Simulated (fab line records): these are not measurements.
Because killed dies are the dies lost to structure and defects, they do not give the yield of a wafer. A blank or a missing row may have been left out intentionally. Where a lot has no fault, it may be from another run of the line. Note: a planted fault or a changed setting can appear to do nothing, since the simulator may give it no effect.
Comparing a struck lot with a sound one -- flow ritCmos -- 22 out of 202 route steps
Sound: these wafers, L168.1, L168.4, L168.6. The struck wafers were L177.1, L177.5, L177.6. At the end, the cause is stated.
At each step with rows: each side's tool, then ch and its chambers, then its first start. Under that, the readings that differ: sound wafers -- struck wafers -- difference of the means -- sigmas: that difference in standard deviations of wafers without a fault.
alike: a reading whose means differ by less than 2 such deviations, as well as words and numbers matching on both sides. not compared: withheld readings; readings where some wafer has no value; bounds like >300 that might hide an equal value; numbers whose values overlap and for which the record gives no deviation.
Wherever a step has rows on one side only, a row that says differs or no value, or a row with sigmas, the two part there. Numbers that don't overlap but have no deviation are shown without sigmas and don't part them. A reading that every wafer of one side lacks parts them only if that side has two wafers or more.

first, 2 steps without rows for these wafers: RIT_NSD_HARDBAKE_07 (time 60 s); RIT_NSD_IMPLANT_08.
RIT_NSD_STRIP_09: strips in O2, time 180 s.
  sound on plasmaAsher-04 ch 0, day 4 10:49; struck on plasmaAsher-04 ch 0,1, day 6 07:43
  alike: drypumpMotorCurrentA
  not compared: rfHoursCounterH
RIT_NSD_TW_MEAS_10:
  sound on filmMetro-02, day 4 10:59; struck on filmMetro-04, day 6 07:53
  alike: NSD_TW
then, 6 steps without rows for these wafers: RIT_PSD_HMDS_00 (prime time 60 s); RIT_PSD_COAT_01 (resist thk 1000 nm); RIT_PSD_SOFTBAKE_02 (time 60 s); RIT_PSD_EXPOSE_03 (exposes mask M10, target cd 40900 nm); RIT_PSD_PEB_04; RIT_PSD_DEVELOP_05 (develop time 50 s).
RIT_PSD_OVL_MEAS_06:
  sound on overlay-01, day 4 12:01; struck on overlay-01, day 6 08:47
  alike: PSD_OVL
then, 1 step without rows for these wafers: RIT_PSD_HARDBAKE_07 (time 60 s).
RIT_PSD_IMPLANT_08:
  sound on implanter-02 ch 0, day 4 12:13; struck on implanter-03 ch 0, day 6 08:59
RIT_PSD_STRIP_09: strips in O2, time 180 s.
  sound on plasmaAsher-01 ch 0,1, day 4 12:22; struck on plasmaAsher-01 ch 0,1, day 6 09:08
  alike: drypumpMotorCurrentA
  not compared: rfHoursCounterH
RIT_PSD_TW_MEAS_10:
  sound on filmMetro-03, day 4 12:32; struck on filmMetro-04, day 6 09:19
  alike: PSD_TW
then, 3 steps without rows for these wafers: RIT_SDANNEAL_CLEAN_00 (cleans in SC1, time 600 s); RIT_SDANNEAL_CLEAN_01 (cleans in dHF, time 30 s); RIT_SDANNEAL_CLEAN_02 (cleans in SC2, time 600 s).
RIT_SDANNEAL_RTA_03: time 5 s.
  sound on rtpAnneal-01 ch 0, day 4 12:59; struck on rtpAnneal-02 ch 0, day 6 09:44
  alike: wafer_temp_C_max
RIT_SDANNEAL_RS_MEAS_04: measures by four-point-probe.
  sound on filmMetro-03, day 4 13:03; struck on filmMetro-04, day 6 09:47
reading,sound,struck,difference,sigmas
PSD_RS (ohm/sq),116.3 115.9 116.2,- - -,no value on the struck wafers,
RIT_SDANNEAL_RS_MEAS_05: measures by four-point-probe.
  sound on filmMetro-03, day 4 13:10; struck on filmMetro-04, day 6 09:55
  alike: NSD_RS
RIT_M1_PROBE_99:
  sound on prober-02, day 4 20:26; struck on prober-01, day 6 17:17
reading,sound,struck,difference,sigmas
killedAtFrontEnd,11 6 11,2 4 2,-7,-2
killedDies,11 6 12,3 4 2,-7,-2
killedOpen,7 2 8,1 1 1,-5,-2
model.etest.diodePplusNwell.bvV (V),6.511 6.582 6.529,5.91 5.86 6.007,-0.62,
model.etest.diodePplusNwell.cjFfUm2,1.728 1.719 1.732,2.07 2.075 2.04,+0.34,
model.etest.diodePplusComb.cjFfUm2,2.036 2.026 2.023,2.35 2.34 2.312,+0.31,
model.etest.pmos_0p15.bvV (V),5.726 5.704 5.713,5.41 5.378 5.44,-0.30,
model.etest.pmos_0p3.bvV (V),5.725 5.704 5.713,5.41 5.378 5.44,-0.30,
model.etest.vpnp.gain,1.013 1.026 1.007,0.9552 0.9813 1.004,-0.0352,
  alike: killedAtContacts, killedShort
  not compared: model.etest.contactPplus.endOhmUm

== WHERE THEY PART ==
Earliest at RIT_SDANNEAL_RS_MEAS_04; latest, in this record, at RIT_M1_PROBE_99.

WHY: what the simulator had put in
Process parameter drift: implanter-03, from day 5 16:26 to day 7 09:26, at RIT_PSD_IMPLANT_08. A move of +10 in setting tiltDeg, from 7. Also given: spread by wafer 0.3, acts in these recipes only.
